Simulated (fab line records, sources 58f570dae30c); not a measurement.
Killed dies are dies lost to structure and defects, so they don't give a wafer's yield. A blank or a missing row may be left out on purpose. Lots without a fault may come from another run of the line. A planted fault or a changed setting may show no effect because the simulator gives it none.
Split-lot experiment | flow berkeley_cmos170 | 5 lots, 23 wafers read, on a route of 331 steps

THE SPLIT
At UCB170_NLDD_PEB_04, the setting peb_temp_c was moved away from the recipe's 130 C on 8 of the 23 wafers read, by -2.2% to +2.5%. The other wafers ran this setting at the recipe's value.

FROM THE SPLIT TO THE READING: what the file shows between them, 1 step
- UCB170_NLDD_DEVELOP_05: develop time 45 s

THE READING
cd_nm, in nm, at UCB170_NLDD_CD_MEAS_06 (target cd 1200 nm). Fault-free wafers of this fab line usually give 1200.0 nm, standard deviation 1.4 nm.

wafer  | tool, chamber at the split | peb_temp_c as run, C | against the recipe | cd_nm, nm | against lot-mates on the recipe
L075.1 | litho_track-04, 0          | 130                  | recipe             | 1200.2    | -
L075.3 | litho_track-04, 0          | 130                  | recipe             | 1200.0    | -
L075.4 | litho_track-04, 0          | 130                  | recipe             | 1201.3    | -
L077.1 | litho_track-03, 0          | 130                  | recipe             | 1199.5    | -
L077.2 | litho_track-03, 0          | 130                  | recipe             | 1199.1    | -
L077.4 | litho_track-03, 0          | 132.8                | +2.2%              | 1216.0    | +16.9
L077.5 | litho_track-03, 0          | 130                  | recipe             | 1198.7    | -
L077.6 | litho_track-03, 0          | 132.8                | +2.2%              | 1215.2    | +16.1
L078.1 | litho_track-02, 0          | 130                  | recipe             | 1200.0    | -
L078.2 | litho_track-02, 0          | 130                  | recipe             | 1199.6    | -
L078.4 | litho_track-02, 0          | 130                  | recipe             | 1199.0    | -
L078.5 | litho_track-02, 0          | 130                  | recipe             | 1198.6    | -
L078.6 | litho_track-02, 0          | 130                  | recipe             | 1199.3    | -
L082.1 | litho_track-04, 0          | 130                  | recipe             | 1197.3    | -
L082.2 | litho_track-04, 0          | 127.2                | -2.2%              | 1176.5    | -21.2
L082.4 | litho_track-04, 0          | 127.2                | -2.2%              | 1175.9    | -21.8
L082.5 | litho_track-04, 0          | 127.2                | -2.2%              | 1176.1    | -21.6
L082.6 | litho_track-04, 0          | 130                  | recipe             | 1198.0    | -
L083.2 | litho_track-03, 0          | 130                  | recipe             | 1202.0    | -
L083.3 | litho_track-03, 0          | 133.3                | +2.5%              | 1223.8    | +21.6
L083.4 | litho_track-03, 0          | 133.3                | +2.5%              | 1221.8    | +19.6
L083.5 | litho_track-03, 0          | 130                  | recipe             | 1202.3    | -
L083.6 | litho_track-03, 0          | 133.3                | +2.5%              | 1221.5    | +19.3

THE FIT
A straight line over all 23 wafers: cd_nm changes by +9.37 nm for each +1% of peb_temp_c; r = +0.99; the points scatter about the line by 2 nm.
The same after taking each lot's own level away (the mean of its wafers on the recipe; 23 wafers): +8.66 nm for each +1%; r = +0.99; scatter 1.3 nm.
On that fit, the largest move of peb_temp_c shifts the reading by 22 nm.
The lots' own levels span 1197.65 to 1202.15 nm, that is 3.2 times the standard deviation above.
So the lot-to-lot level changes the slope little: the two slopes agree.
Check: with one of the wafers moved furthest among these (+2.5%) left out of the fit, the line predicts +21.1 nm for it against its lot-mates. It came out at +21.6 nm against them.

OTHER SPLITS ON THESE WAFERS
These wafers also went through other splits before the reading. Each is held against what the fit with the lots' levels taken away leaves over:
other split on the same wafers    | wafers away from the commonest value | r with cd_nm (lot level and that fit taken away)
UCB170_NVT_IMPLANT_07 energy_kev  | 8                                    | -0.24
UCB170_PLDD_COAT_01 resist_thk_nm | 7                                    | +0.16
UCB170_PLDD_EXPOSE_03 dose_mj     | 11                                   | +0.21

THE FILE'S OWN FIT
cd_nm changes by +8.47 nm for each +1% of peb_temp_c, r = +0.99.
